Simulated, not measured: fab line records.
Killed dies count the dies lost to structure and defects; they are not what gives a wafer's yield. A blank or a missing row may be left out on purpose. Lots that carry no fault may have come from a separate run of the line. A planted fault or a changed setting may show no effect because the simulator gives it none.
Split-lot trial :: flow rit cmos :: 23 wafers read across 5 lots, on a route 202 steps long

THE SPLIT ITSELF
At RIT_PRETRO_SOFTBAKE_02 (time 60 s), the setting temp c was moved away from the recipe's 90 C on 9 of the 23 wafers read, by -3.9% to +3.6%. The other wafers ran this setting at the recipe's value.

FROM THE SPLIT TO THE READING: what the file shows between them, 2 steps
- RIT_PRETRO_EXPOSE_03: exposes mask M5, target cd 43700 nm
- RIT_PRETRO_PEB_04

THE READING
NOVOLAK_of_PRETRO_COAT_01.thk nm (the simulator's own value, which no gauge read), in nm, at RIT_PRETRO_DEVELOP_05 (develop time 67.14 s). The file does not state a usual value for it. Across the 14 wafers here that went through the recipe, the average is 1302 nm and the standard deviation 2.8 nm.

wafer: L079.1
tool, chamber at the split: litho track-02, 0
temp c as run, C: 90
against the recipe: recipe
NOVOLAK_of_PRETRO_COAT_01.thk nm, nm: 1307
against lot-mates on the recipe: -

wafer: L079.3
tool, chamber at the split: litho track-02, 0
temp c as run, C: 86.93
against the recipe: -3.4%
NOVOLAK_of_PRETRO_COAT_01.thk nm, nm: 1311
against lot-mates on the recipe: +5

wafer: L079.4
tool, chamber at the split: litho track-02, 0
temp c as run, C: 86.93
against the recipe: -3.4%
NOVOLAK_of_PRETRO_COAT_01.thk nm, nm: 1318
against lot-mates on the recipe: +12

wafer: L079.5
tool, chamber at the split: litho track-02, 0
temp c as run, C: 90
against the recipe: recipe
NOVOLAK_of_PRETRO_COAT_01.thk nm, nm: 1308
against lot-mates on the recipe: -

wafer: L079.6
tool, chamber at the split: litho track-02, 0
temp c as run, C: 90
against the recipe: recipe
NOVOLAK_of_PRETRO_COAT_01.thk nm, nm: 1304
against lot-mates on the recipe: -

wafer: L081.1
tool, chamber at the split: litho track-02, 0
temp c as run, C: 92.33
against the recipe: +2.6%
NOVOLAK_of_PRETRO_COAT_01.thk nm, nm: 1291
against lot-mates on the recipe: -11

wafer: L081.4
tool, chamber at the split: litho track-02, 0
temp c as run, C: 92.33
against the recipe: +2.6%
NOVOLAK_of_PRETRO_COAT_01.thk nm, nm: 1291
against lot-mates on the recipe: -11

wafer: L081.2
tool, chamber at the split: litho track-02, 0
temp c as run, C: 90
against the recipe: recipe
NOVOLAK_of_PRETRO_COAT_01.thk nm, nm: 1303
against lot-mates on the recipe: -

wafer: L081.3
tool, chamber at the split: litho track-02, 0
temp c as run, C: 90
against the recipe: recipe
NOVOLAK_of_PRETRO_COAT_01.thk nm, nm: 1303
against lot-mates on the recipe: -

wafer: L081.5
tool, chamber at the split: litho track-02, 0
temp c as run, C: 90
against the recipe: recipe
NOVOLAK_of_PRETRO_COAT_01.thk nm, nm: 1301
against lot-mates on the recipe: -

wafer: L082.1
tool, chamber at the split: litho track-01, 0
temp c as run, C: 90
against the recipe: recipe
NOVOLAK_of_PRETRO_COAT_01.thk nm, nm: 1301
against lot-mates on the recipe: -

wafer: L082.2
tool, chamber at the split: litho track-01, 0
temp c as run, C: 93.23
against the recipe: +3.6%
NOVOLAK_of_PRETRO_COAT_01.thk nm, nm: 1289
against lot-mates on the recipe: -10

wafer: L082.3
tool, chamber at the split: litho track-01, 0
temp c as run, C: 90
against the recipe: recipe
NOVOLAK_of_PRETRO_COAT_01.thk nm, nm: 1298
against lot-mates on the recipe: -

wafer: L082.5
tool, chamber at the split: litho track-01, 0
temp c as run, C: 90
against the recipe: recipe
NOVOLAK_of_PRETRO_COAT_01.thk nm, nm: 1299
against lot-mates on the recipe: -

wafer: L082.6
tool, chamber at the split: litho track-01, 0
temp c as run, C: 93.23
against the recipe: +3.6%
NOVOLAK_of_PRETRO_COAT_01.thk nm, nm: 1285
against lot-mates on the recipe: -14

wafer: L084.3
tool, chamber at the split: litho track-01, 0
temp c as run, C: 90
against the recipe: recipe
NOVOLAK_of_PRETRO_COAT_01.thk nm, nm: 1303
against lot-mates on the recipe: -

wafer: L084.4
tool, chamber at the split: litho track-01, 0
temp c as run, C: 90
against the recipe: recipe
NOVOLAK_of_PRETRO_COAT_01.thk nm, nm: 1301
against lot-mates on the recipe: -

wafer: L084.6
tool, chamber at the split: litho track-01, 0
temp c as run, C: 90
against the recipe: recipe
NOVOLAK_of_PRETRO_COAT_01.thk nm, nm: 1304
against lot-mates on the recipe: -

wafer: L085.1
tool, chamber at the split: litho track-03, 0
temp c as run, C: 90
against the recipe: recipe
NOVOLAK_of_PRETRO_COAT_01.thk nm, nm: 1299
against lot-mates on the recipe: -

wafer: L085.2
tool, chamber at the split: litho track-03, 0
temp c as run, C: 86.47
against the recipe: -3.9%
NOVOLAK_of_PRETRO_COAT_01.thk nm, nm: 1313
against lot-mates on the recipe: +12

wafer: L085.3
tool, chamber at the split: litho track-03, 0
temp c as run, C: 90
against the recipe: recipe
NOVOLAK_of_PRETRO_COAT_01.thk nm, nm: 1303
against lot-mates on the recipe: -

wafer: L085.4
tool, chamber at the split: litho track-03, 0
temp c as run, C: 86.47
against the recipe: -3.9%
NOVOLAK_of_PRETRO_COAT_01.thk nm, nm: 1314
against lot-mates on the recipe: +13

wafer: L085.6
tool, chamber at the split: litho track-03, 0
temp c as run, C: 86.47
against the recipe: -3.9%
NOVOLAK_of_PRETRO_COAT_01.thk nm, nm: 1316
against lot-mates on the recipe: +15

FIT RESULTS
A straight line over all 23 wafers: NOVOLAK_of_PRETRO_COAT_01.thk nm changes by -3.65 nm for each +1% of temp c; r = -0.95; the points scatter about the line by 2.8 nm.
The same after taking each lot's own level away (the mean of its wafers on the recipe; 23 wafers): -3.34 nm for each +1%; r = -0.96; scatter 2.1 nm.
Per that fit: largest temp c move, reading shift of 13 nm.
Across the lots, their own levels run from 1299.3 to 1306.3 nm, a range of 2.5 times the standard deviation given above.
The two slopes are in agreement: the lot-to-lot level therefore moves the slope only a little.
Check: +12.7 nm against its lot-mates is what the line predicts for one of the wafers moved furthest among these (-3.9%) when that wafer is left out of the fit. Against them it came out at +12 nm.

FURTHER SPLITS ON THESE WAFERS
Other splits were also applied to these wafers ahead of the reading. Each is held against what the fit with the lots' levels taken away leaves over:
other split on the same wafers: RIT_ACTIVE_ETCH_13 rf w
wafers away from the commonest value: 7
r with NOVOLAK_of_PRETRO_COAT_01.thk nm (lot level and that fit taken away): +0.12

other split on the same wafers: RIT_NWELL_COAT_01 spin rpm
wafers away from the commonest value: 8
r with NOVOLAK_of_PRETRO_COAT_01.thk nm (lot level and that fit taken away): -0.03

other split on the same wafers: RIT_NRETRO_COAT_01 spin rpm
wafers away from the commonest value: 6
r with NOVOLAK_of_PRETRO_COAT_01.thk nm (lot level and that fit taken away): -0.12

other split on the same wafers: RIT_NRETRO_IMPLANT_08 dose cm2
wafers away from the commonest value: 7
r with NOVOLAK_of_PRETRO_COAT_01.thk nm (lot level and that fit taken away): -0.05

FILE'S OWN FIT
NOVOLAK_of_PRETRO_COAT_01.thk nm changes by -3.29 nm for each +1% of temp c, r = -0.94.
